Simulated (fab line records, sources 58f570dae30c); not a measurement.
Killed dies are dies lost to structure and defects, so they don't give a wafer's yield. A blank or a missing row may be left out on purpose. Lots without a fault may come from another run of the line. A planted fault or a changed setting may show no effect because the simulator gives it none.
Chamber matching | flow berkeley_cmos170 | UCB170_V2_CMP_02 on cmp-02: 4 sister chambers
The step polishes SiO2. 8 wafers are shown with their chamber, then 11 later ones without.

WAFERS WITH THEIR CHAMBER
wafer  | chamber | motor_current_A (A)
L755.1 | 0       | 14.1
L755.3 | 2       | 15.1
L762.5 | 2       | 14.5
L762.6 | 1       | 12.7
L763.3 | 3       | 16.8
L763.5 | 1       | 12.3
L763.6 | 0       | 14.2
L761.1 | 3       | 17.1

WAFERS WITHOUT THEIR CHAMBER
wafer  | motor_current_A (A)
L761.2 | 13.2
L761.6 | 17.5
L767.2 | 13.2
L767.4 | 16.0
L767.6 | 15.4
L769.1 | 15.4
L769.3 | 14.5
L769.5 | 13.8
L770.1 | 14.6
L770.3 | 17.4
L770.5 | 15.8

WHICH CHAMBER EACH WENT THROUGH
wafer  | from the rows above     | in truth
L761.2 | can't be placed: 1 or 0 | 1
L761.6 | 3                       | 3
L767.2 | can't be placed: 1 or 0 | 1
L767.4 | can't be placed: 3 or 2 | 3
L767.6 | 2                       | 2
L769.1 | 2                       | 2
L769.3 | can't be placed: 2 or 0 | 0
L769.5 | 0                       | 0
L770.1 | can't be placed: 2 or 0 | 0
L770.3 | 3                       | 3
L770.5 | can't be placed: 2 or 3 | 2
Placed correctly: 5 of 11. Can't be placed from these rows: 6 (the true chamber is among the candidates in 6). Placed wrongly: 0.
How it was worked out, from the rows above alone: a wafer's distance from a chamber is the root of the sum, over the readings, of the square of ((its reading less the chamber's mean) divided by the reading's scatter). The wafer belongs to the nearest chamber; if the next one is less than 2 further off, it can't be placed. A chamber's mean is the mean of its shown wafers. The scatter: the root of (the sum of the squares of (reading less its chamber's mean) over the shown wafers, divided by (wafers less chambers)).
